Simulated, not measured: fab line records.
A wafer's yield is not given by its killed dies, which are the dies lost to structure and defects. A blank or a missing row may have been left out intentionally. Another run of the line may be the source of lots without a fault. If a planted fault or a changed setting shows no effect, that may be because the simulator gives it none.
Which of the tools did it? :: flow ritCmos :: 13 lots, 39 wafers sampled, at 2 steps of a route of 202

## WHAT THE GAUGES READ, wafer by wafer
The record holds no reading of a measuring or inspecting step that can be judged against a usual standard deviation.

## WHAT TOOL EACH LOT RAN ON (gives the tool, then ch and the chambers of the sampled wafers, and finally the start)
lot: L138
RIT_SILICIDE_SPUTTER_01: pvdSputter-01, day 3 04:56
RIT_M1_PROBE_99: -

lot: L139
RIT_SILICIDE_SPUTTER_01: pvdSputter-02, day 3 07:30
RIT_M1_PROBE_99: -

lot: L140
RIT_SILICIDE_SPUTTER_01: pvdSputter-01, day 3 15:06
RIT_M1_PROBE_99: -

lot: L141
RIT_SILICIDE_SPUTTER_01: pvdSputter-03, day 3 21:38
RIT_M1_PROBE_99: -

lot: L142
RIT_SILICIDE_SPUTTER_01: pvdSputter-01, day 4 00:28
RIT_M1_PROBE_99: -

lot: L143
RIT_SILICIDE_SPUTTER_01: pvdSputter-03, day 4 10:10
RIT_M1_PROBE_99: -

lot: L144
RIT_SILICIDE_SPUTTER_01: pvdSputter-01, day 4 12:52
RIT_M1_PROBE_99: -

lot: L148
RIT_SILICIDE_SPUTTER_01: pvdSputter-01, day 5 10:01
RIT_M1_PROBE_99: -

lot: L154
RIT_SILICIDE_SPUTTER_01: pvdSputter-01, day 6 17:13
RIT_M1_PROBE_99: prober-01, day 7 00:14

lot: L155
RIT_SILICIDE_SPUTTER_01: pvdSputter-03, day 6 22:01
RIT_M1_PROBE_99: -

lot: L157
RIT_SILICIDE_SPUTTER_01: pvdSputter-03, day 7 10:01
RIT_M1_PROBE_99: -

lot: L159
RIT_SILICIDE_SPUTTER_01: pvdSputter-02, day 7 14:13
RIT_M1_PROBE_99: -

lot: L161
RIT_SILICIDE_SPUTTER_01: pvdSputter-03, day 8 02:33
RIT_M1_PROBE_99: -
- RIT_SILICIDE_SPUTTER_01: material Ti, target thk 30 nm, time 240 s.
- RIT_M1_PROBE_99

## WHAT THE TOOLS THEMSELVES READ (means of the sampled wafers that have a number; where no wafer has one, the mark that the record gives instead)
RIT_SILICIDE_SPUTTER_01.
lot: L138
tool: pvdSputter-01
throttleValvePct (%): 29.8

lot: L139
tool: pvdSputter-02
throttleValvePct (%): 29.8

lot: L140
tool: pvdSputter-01
throttleValvePct (%): 29.3

lot: L141
tool: pvdSputter-03
throttleValvePct (%): 29.7

lot: L142
tool: pvdSputter-01
throttleValvePct (%): 30.0

lot: L143
tool: pvdSputter-03
throttleValvePct (%): 29.7

lot: L144
tool: pvdSputter-01
throttleValvePct (%): 30.5

lot: L148
tool: pvdSputter-01
throttleValvePct (%): 30.1

lot: L154
tool: pvdSputter-01
throttleValvePct (%): 30.1

lot: L155
tool: pvdSputter-03
throttleValvePct (%): 30.0

lot: L157
tool: pvdSputter-03
throttleValvePct (%): 30.2

lot: L159
tool: pvdSputter-02
throttleValvePct (%): 29.8

lot: L161
tool: pvdSputter-03
throttleValvePct (%): 29.6

RIT_M1_PROBE_99.
lot: L154
tool: prober-01
killedAtContacts: 0.0
killedAtFrontEnd: 12.0
killedDies: 12.0
killedOnRim: 3.7
killedOpen: 3.0
killedShort: 4.3

## THE ANSWER, worked out from the rows above alone
Rule: what is usual is taken from the lots themselves. Put in order of their means at a reading, lots are off if they are a third of the lots or fewer, leave a main group of 4 or more, and stand apart from it by a gap of 3 or more times the standard deviation of the main group's means; of several such gaps the widest counts. Not used: any main group whose means are identical at the precision the tables above print for the reading. A lot without any number at a reading at which 4 lots or more have one is off too. Where the step has rows for the other lots, those lots are counted as sound. Order of review: gauges by route order, followed by the tools' own readings, for which a lot's mean as printed above is used. The first step at which some lot is off is used, and at that step the reading that is off furthest; a lot without a number counts as furthest.
Across all readings shown, no lot is off: no conclusion can be drawn from this.

## WHAT THE SIMULATOR HAD PUT IN
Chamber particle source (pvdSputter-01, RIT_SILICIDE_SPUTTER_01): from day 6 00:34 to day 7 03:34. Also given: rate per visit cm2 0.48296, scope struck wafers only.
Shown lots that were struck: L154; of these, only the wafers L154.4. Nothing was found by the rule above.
